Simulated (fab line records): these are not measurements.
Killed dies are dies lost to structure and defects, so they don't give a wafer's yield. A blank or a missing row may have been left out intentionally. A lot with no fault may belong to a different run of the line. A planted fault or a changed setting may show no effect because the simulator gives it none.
8D (eight disciplines) problem report, filled in by code :: flow rit-cmos :: the parts of the form that need people (team, actions taken, sign-off) are left out

## 1. THE ISSUE
Across 9 wafers from 3 lots, FOX2_OXIDE_THK at RIT_FOX2_THK_MEAS_01 averages 309 nm, while fault-free wafers read 353 nm with a standard deviation of 6.1. That is -7.2 standard deviations from the usual mean.
Seen first at day 4 21:51 on film-metro-03, wafer L347.3. The record has a number at this step for 42 wafers belonging to 14 lots. The rule behind "out" and "out of limits": a value lying over 4 standard deviations away from the usual mean. The rest of the wafers with a number are treated as sound.

## 2. WHAT THIS IS AND IS NOT
question: which readings at this step
is: FOX2_OXIDE_THK
is not: -

question: which lots
is: L347, L349, L350
is not: L333, L334, L335, L336, L337, L342, L343, L351, L353, L355, L356

question: which wafers of those lots
is: all that have a number
is not: -

question: read on which gauges
is: film-metro-03, film-metro-04
is not: film-metro-01

question: when
is: from day 4 21:51
is not: up to then (21 sound wafers); but 12 sound wafers of L351, L353, L355, L356 came after

## 3. WHAT RULES OUT EACH SUSPECT
Counting: any tool at a process step up to the reading is kept as a suspect provided that every lot that is out went through it and no sound lot did after the first of them.
- the gauge at RIT_FOX2_THK_MEAS_01: ruled out. 2 gauges (film-metro-03, film-metro-04) read the wafers that are out.
- furnace-03 at RIT_FOX2_OXIDATION_00 (target thk 350.7 nm, ox time 1130 s): kept. All lots that are out passed through it, beginning with L347 at day 4 20:31, and no sound lot followed; its final sound lot before that point was L342 at day 3 20:20. Its own spike-tc-centre-C, spike-tc-load-C, spike-tc-source-C, tube-center-temp-C, tube_center_temp_C_max readings are out on those wafers.
Left after counting: furnace-03 at RIT_FOX2_OXIDATION_00.

## 4. THE CAUSE (what the simulator had put in)
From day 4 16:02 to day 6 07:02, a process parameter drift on furnace-03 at RIT_FOX2_OXIDATION_00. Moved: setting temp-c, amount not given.
The count eliminated every tool but this one.

## 5. SEQUENCE OF EFFECTS, ordered by route
Each row: a reading where the mean over the struck wafers with a number is more than 3 standard deviations away from the usual. Readings are gone through only where the record gives a usual standard deviation; hours: the median, over the lots, of the time from a lot's start at the first step in this table giving one to that lot's start at this step; sigmas: the change measured in usual standard deviations.
hours: 0
step: RIT_FOX2_OXIDATION_00
reading: spike-tc-centre-C
usual: 1103.2 C
on struck wafers: 1078.3
change: -24.9
sigmas: -21

hours: 0
step: RIT_FOX2_OXIDATION_00
reading: spike-tc-load-C
usual: 1130 C
on struck wafers: 1104
change: -26
sigmas: -8.5

hours: 0
step: RIT_FOX2_OXIDATION_00
reading: spike-tc-source-C
usual: 1127.0 C
on struck wafers: 1104.5
change: -22.5
sigmas: -12

hours: 0
step: RIT_FOX2_OXIDATION_00
reading: tube-center-temp-C
usual: 1100 C
on struck wafers: 1075
change: -25
sigmas: -99 or more

hours: 0
step: RIT_FOX2_OXIDATION_00
reading: tube_center_temp_C_max
usual: 1102.8
on struck wafers: 1077.8
change: -25.0
sigmas: -53

hours: 1
step: RIT_FOX2_THK_MEAS_01
reading: FOX2_OXIDE_THK
usual: 353 nm
on struck wafers: 309
change: -44
sigmas: -7.2

hours: 5
step: RIT_FOX2_THK_MEAS_90
reading: FIELD_OXIDE_LEFT_1_THK
usual: 326 nm
on struck wafers: 281
change: -45
sigmas: -7.2

hours: 30
step: RIT_FOX2_THK_MEAS_91
reading: FIELD_OXIDE_LEFT_2_THK
usual: 257 nm
on struck wafers: 214
change: -43
sigmas: -6.8
Its process steps:
- RIT_FOX2_OXIDATION_00: target thk 350.7 nm, ox time 1130 s.
Later steps that measure or inspect, where all struck wafers having a row at the step show a number for every such reading and not one has moved that far: RIT_CONTACT_CD_MEAS_90, RIT_M1_OVL_MEAS_10.

## 6. HOW IT WOULD HAVE BEEN CAUGHT EARLIER
Counted from the fault's start at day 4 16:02, it took 6 hours until the first out-of-limits reading at a measuring or inspecting step in this record, taken at day 4 21:51.
At RIT_FOX2_OXIDATION_00, the tool's own readings (spike-tc-centre-C, spike-tc-load-C, spike-tc-source-C, tube-center-temp-C, tube_center_temp_C_max) were out on each struck wafer the step has a row for, so an alarm limit on them would have fired on the first such wafer.
Lots out: 3; of these, L349, L350 started RIT_FOX2_OXIDATION_00 on furnace-03 after day 4 21:51. A hold on the tool at that time would have spared those 2.
